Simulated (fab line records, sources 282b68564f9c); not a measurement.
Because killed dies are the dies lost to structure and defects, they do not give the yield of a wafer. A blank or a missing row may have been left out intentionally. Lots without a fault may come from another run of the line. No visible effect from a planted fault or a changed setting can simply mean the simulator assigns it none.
A struck lot beside a sound one || flow rit cmos || 21 out of 202 route steps
Sound: wafers L855.2, L855.3, L855.6. Wafers struck: L859.3, L859.4, L859.6. At the end, the cause is stated.
Per side, at each step with rows, come the tool, then ch with its chambers, and then its first start. Under that, the readings that differ: sound wafers || struck wafers || difference of the means || sigmas: that difference in standard deviations of wafers without a fault.
alike: readings whose means differ by less than 2 such deviations, and words and numbers that are the same on both sides. not compared: withheld readings, readings that some wafer has no value for, bounds like >300 that may hide the same value, and numbers for which the record gives no deviation and whose values overlap.
Wherever a step has rows on one side only, a row that says differs or no value, or a row with sigmas, the two part there. Numbers that don't overlap but have no deviation are shown without sigmas and don't part them. A reading missing from all wafers of one side parts the sides only when that side holds two or more wafers.

first, 1 step without rows for these wafers: RIT_SILICIDE_WET_ETCH_00 (etches SiO2 in BOE, target depth 14 nm, time 15 s).
RIT_SILICIDE_SPUTTER_01: material Ti, target thk 30 nm, time 240 s.
  struck on pvd sputter-03, day 5 15:49; sound on pvd sputter-03, day 4 18:33
  alike: chamber pressure pa, throttle valve pct
RIT_SILICIDE_RS_MEAS_02: measurement is done with a four-point probe.
  struck on film metro-02, day 5 16:00; sound on film metro-02, day 4 18:43
  alike: SILICIDE_TI_RS
RIT_SILICIDE_THK_MEAS_03: measures by xrf.
  struck on film metro-02, day 5 16:06; sound on film metro-02, day 4 18:50
{"reading": "SILICIDE_TI_THK (nm)", "sound": "31.4 31.2 31.4", "struck": "30.4 30.3 29.5", "difference": -1.3, "sigmas": -3}
RIT_SILICIDE_RTA_04: time 10 s, ramp up 5 s, ramp down 5 s.
  sound on rtp anneal-01 ch 0, day 4 18:53; struck on rtp anneal-01 ch 0, day 5 16:11
  alike: wafer_temp_C_max
then, 1 step without rows for these wafers: RIT_SILICIDE_WET_ETCH_05 (etches Ti in SPM, time 120 s).
RIT_SILICIDE_RTA_06: time 10 s, ramp up 5 s, ramp down 10 s.
  sound on rtp anneal-02 ch 0, day 4 19:00; struck on rtp anneal-02 ch 0, day 5 16:20
  alike: wafer_temp_C_max
RIT_CONTACT_CVD_00: deposits SiO2 from TEOS, target thk 400 nm, time 60.06 s.
  sound on pecvd-04 ch 1,2, day 4 19:03; struck on pecvd-01 ch 1,2, day 5 16:23
  alike: heater power w, rf fwd power W, susceptor temp C
RIT_CONTACT_THK_MEAS_01:
  struck on film metro-01, day 5 16:27; sound on film metro-01, day 4 19:07
  alike: CONTACT_TEOS_THK
then, 3 steps without rows for these wafers: RIT_CONTACT_HMDS_02 (prime time 60 s); RIT_CONTACT_COAT_03 (resist thk 1000 nm); RIT_CONTACT_SOFTBAKE_04 (time 60 s).
RIT_CONTACT_EXPOSE_05: exposes mask M11, target cd 1000 nm.
  sound on iline stepper-01 ch 0, day 4 19:46; struck on iline stepper-01 ch 0, day 5 17:05
{"reading": "exposure dose mJ cm2", "sound": "249.74 249.70 249.76", "struck": "227.54 228.28 227.59", "difference": -21.93, "sigmas": -84}
  alike: mask
then, 2 steps without rows for these wafers: RIT_CONTACT_PEB_06; RIT_CONTACT_DEVELOP_07 (develop time 120 s).
RIT_CONTACT_CD_MEAS_08 targets a cd of 1000 nm.
  struck on cd sem-02, day 5 17:53; sound on cd sem-02, day 4 20:16
{"reading": "cd nm (nm)", "sound": "1002.6 1004.7 1001.3", "struck": "975.4 975.4 976.1", "difference": -27.2, "sigmas": -12}
  not compared: hold
RIT_CONTACT_OVL_MEAS_09:
  struck on overlay-01, day 5 21:53; sound on overlay-02, day 4 20:23
{"reading": "hold", "sound": "- - -", "struck": "await dispo/3.9h/release await dispo/3.9h/release await dispo/3.9h/release", "difference": "no value on the sound wafers", "sigmas": ""}
  alike: CONTACT_OVL
then, 1 step without rows for these wafers: RIT_CONTACT_HARDBAKE_10 (time 60 s).
RIT_CONTACT_ETCH_11: etches SiO2 in CHF3/CF4/Ar, stops on TiSi2, target depth 480 nm, time 320 s.
  sound on rie diel-02 ch 0,3, day 4 20:34; struck on rie diel-04 ch 0,2, day 5 22:04
{"reading": "model.CONTACT.cd nm (nm)", "sound": "1002 1005 1002", "struck": "974.3 975.4 976.3", "difference": -27.7, "sigmas": ""}
  alike: CHF3_flow_sccm, drypump motor current A, oes product au, rf fwd power W, throttle valve pct
  not compared: rf hours counter h
RIT_CONTACT_STRIP_12: strips in O2, time 180 s.
  sound on plasma asher-03 ch 0, day 4 20:46; struck on plasma asher-04 ch 0,1, day 5 22:19
  alike: drypump motor current A
  not compared: rf hours counter h
RIT_M1_PROBE_99:
  struck on prober-02, day 6 06:40; sound on prober-02, day 5 02:43
{"reading": "killed_at_M0_to_M3", "sound": "0 0 1", "struck": "0 0 0", "difference": "+0", "sigmas": -2}
  alike: killed at contacts, killed at front end, killed dies, killed open, killed short

WHERE THEY PART
Earliest at RIT_SILICIDE_THK_MEAS_03; latest, in this record, at RIT_M1_PROBE_99.

WHY: the cause the simulator had injected
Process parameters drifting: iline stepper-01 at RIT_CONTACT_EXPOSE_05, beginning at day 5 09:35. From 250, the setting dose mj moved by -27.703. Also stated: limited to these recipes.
